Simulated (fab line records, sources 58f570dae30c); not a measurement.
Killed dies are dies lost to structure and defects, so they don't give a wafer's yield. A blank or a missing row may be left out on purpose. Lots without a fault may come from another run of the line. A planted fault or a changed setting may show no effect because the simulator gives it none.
Chamber matching | flow berkeley_cmos170 | UCB170_ZERO_ETCH_06 on rie_diel-01: 4 sister chambers
The step etches SiO2 in CHF3/CF4/Ar, time 12 s. 14 wafers are shown with their chamber, then 7 later ones without.

WAFERS WITH THEIR CHAMBER
wafer  | chamber | throttle_valve_pct (%) | drypump_motor_current_A (A) | oes_product_au (a.u.)
L804.1 | 0       | 9.30                   | 5.7                         | 0.628
L804.4 | 1       | 9.54                   | 5.3                         | 0.643
L804.6 | 2       | 9.57                   | 5.9                         | 0.605
L805.1 | 3       | 8.99                   | 5.4                         | 0.633
L805.3 | 0       | 9.32                   | 5.6                         | 0.628
L805.5 | 2       | 9.57                   | 5.9                         | 0.612
L806.1 | 2       | 9.58                   | 5.9                         | 0.610
L806.3 | 3       | 8.99                   | 5.4                         | 0.647
L806.5 | 1       | 9.52                   | 5.3                         | 0.631
L807.4 | 2       | 9.58                   | 5.9                         | 0.617
L807.5 | 2       | 9.57                   | 5.9                         | 0.610
L807.6 | 1       | 9.53                   | 5.3                         | 0.638
L816.1 | 3       | 9.00                   | 5.4                         | 0.632
L816.5 | 3       | 9.00                   | 5.4                         | 0.634

SIGNATURES (means of the wafers above)
reading                 | chamber 0 | chamber 1 | chamber 2 | chamber 3 | scatter within a chamber
throttle_valve_pct      | 9.3100    | 9.5300    | 9.5740    | 8.9950    | 0.00787
drypump_motor_current_A | 5.650     | 5.300     | 5.900     | 5.400     | 0.0224
oes_product_au          | 0.62800   | 0.63733   | 0.61080   | 0.63650   | 0.00544
Rule: a wafer's distance from a chamber is the root of the sum, over the readings, of the square of ((its reading less the chamber's mean) divided by the reading's scatter). The wafer belongs to the nearest chamber; if the next one is less than 2 further off, it can't be placed. The scatter: the root of (the sum of the squares of (reading less its chamber's mean) over the shown wafers, divided by (wafers less chambers)).

WAFERS WITHOUT THEIR CHAMBER
wafer  | throttle_valve_pct (%) | drypump_motor_current_A (A) | oes_product_au (a.u.)
L816.6 | 9.30                   | 5.5                         | 0.635
L823.1 | 9.52                   | 5.3                         | 0.637
L823.2 | 9.00                   | 5.4                         | 0.635
L823.6 | 9.54                   | 5.3                         | 0.637
L826.1 | 8.98                   | 5.4                         | 0.631
L826.2 | 9.53                   | 5.3                         | 0.638
L826.6 | 9.54                   | 5.9                         | 0.616

WHICH CHAMBER EACH WENT THROUGH
wafer  | from the rows above | in truth
L816.6 | 0                   | 0
L823.1 | 1                   | 1
L823.2 | 3                   | 3
L823.6 | 1                   | 1
L826.1 | 3                   | 3
L826.2 | 1                   | 1
L826.6 | 2                   | 2
Placed correctly: 7 of 7. Can't be placed from these rows: 0. Placed wrongly: 0.
